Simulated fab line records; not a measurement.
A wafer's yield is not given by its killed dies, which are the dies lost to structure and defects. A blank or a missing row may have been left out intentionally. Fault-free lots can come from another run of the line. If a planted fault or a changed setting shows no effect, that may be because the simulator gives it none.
A lot that was struck, set against a sound lot / flow rit_cmos / 17 steps out of a route of 202
Sound: wafers L318.3, L318.4, L318.6. Struck: wafers L322.2, L322.4, L322.5. Last of all comes the cause.
Each step with rows lists, per side, the tool, then ch with its chambers, then its first start. Under that, the readings that differ: sound wafers / struck wafers / difference of the means / sigmas: that difference in standard deviations of wafers without a fault.
alike: same words and numbers on both sides, and readings whose means sit less than 2 such deviations apart. not compared: any withheld reading, any reading some wafer has no value for, any bound like >300 that may hide the same value, and any number with overlapping values for which the record gives no deviation.
Wherever a step has rows on one side only, a row that says differs or no value, or a row with sigmas, the two part there. Numbers that don't overlap but have no deviation are shown without sigmas and don't part them. A reading missing from all wafers of one side parts the sides only when that side holds two or more wafers.

first, 4 steps without rows for these wafers: RIT_NLDD_SOFTBAKE_02 (time 60 s); RIT_NLDD_EXPOSE_03 (exposes mask M7, target cd 40700 nm); RIT_NLDD_PEB_04; RIT_NLDD_DEVELOP_05 (develop time 50 s).
RIT_NLDD_OVL_MEAS_06:
  sound on overlay-01, day 6 02:16; struck on overlay-02, day 6 22:16
reading=NLDD_OVL (nm); sound=-2.3 -2.1 -2.2; struck=1.4 1.1 1.5; difference=+3.5; sigmas=+3
then, 2 steps without rows for these wafers: RIT_NLDD_HARDBAKE_07 (time 60 s); RIT_NLDD_IMPLANT_08.
RIT_NLDD_STRIP_09: strips in O2, time 180 s.
  sound on plasma_asher-03 ch 0,1, day 6 02:38; struck on plasma_asher-02 ch 1, day 6 22:35
reading=drypump_motor_current_A (A); sound=6.6 6.2 6.6; struck=5.0 5.0 5.0; difference=-1.5; sigmas=-2
  alike: chamber_pressure_mTorr
  not compared: rf_hours_counter_h
RIT_NLDD_TW_MEAS_10:
  sound on film_metro-03, day 6 02:47; struck on film_metro-02, day 6 22:46
reading=NLDD_TW; sound=2460 2450 2457; struck=2539 2539 2552; difference=+88; sigmas=+3
then, 3 steps without rows for these wafers: RIT_PLDD_HMDS_00 (prime time 60 s); RIT_PLDD_COAT_01 (resist thk 1000 nm); RIT_PLDD_SOFTBAKE_02 (time 60 s).
RIT_PLDD_EXPOSE_03: exposes mask M8, target cd 40900 nm.
  sound on iline_stepper-01 ch 0, day 6 03:26; struck on iline_stepper-02 ch 0, day 6 23:17
reading=model.PLDD.overlay_x_nm (nm); sound=1.481 1.481 1.481; struck=3183 3183 3183; difference=+3182; sigmas=
  alike: mask
then, 2 steps without rows for these wafers: RIT_PLDD_PEB_04; RIT_PLDD_DEVELOP_05 (develop time 50 s).
RIT_PLDD_OVL_MEAS_06:
  sound on overlay-01, day 6 03:48; struck on overlay-02, day 6 23:53
reading=PLDD_OVL (nm); sound=1.2 1.7 0.1; struck=3181.0 3180.3 3181.0; difference=+3179.8; sigmas=+99 or more
  not compared: hold
RIT_M1_PROBE_99:
  the record has rows for the sound wafers here (prober-01, day 6 18:46) and none for the struck ones

WHERE THEY PART
At RIT_NLDD_OVL_MEAS_06 first; at RIT_M1_PROBE_99 last (within this record only).

WHY: whatever the simulator had introduced
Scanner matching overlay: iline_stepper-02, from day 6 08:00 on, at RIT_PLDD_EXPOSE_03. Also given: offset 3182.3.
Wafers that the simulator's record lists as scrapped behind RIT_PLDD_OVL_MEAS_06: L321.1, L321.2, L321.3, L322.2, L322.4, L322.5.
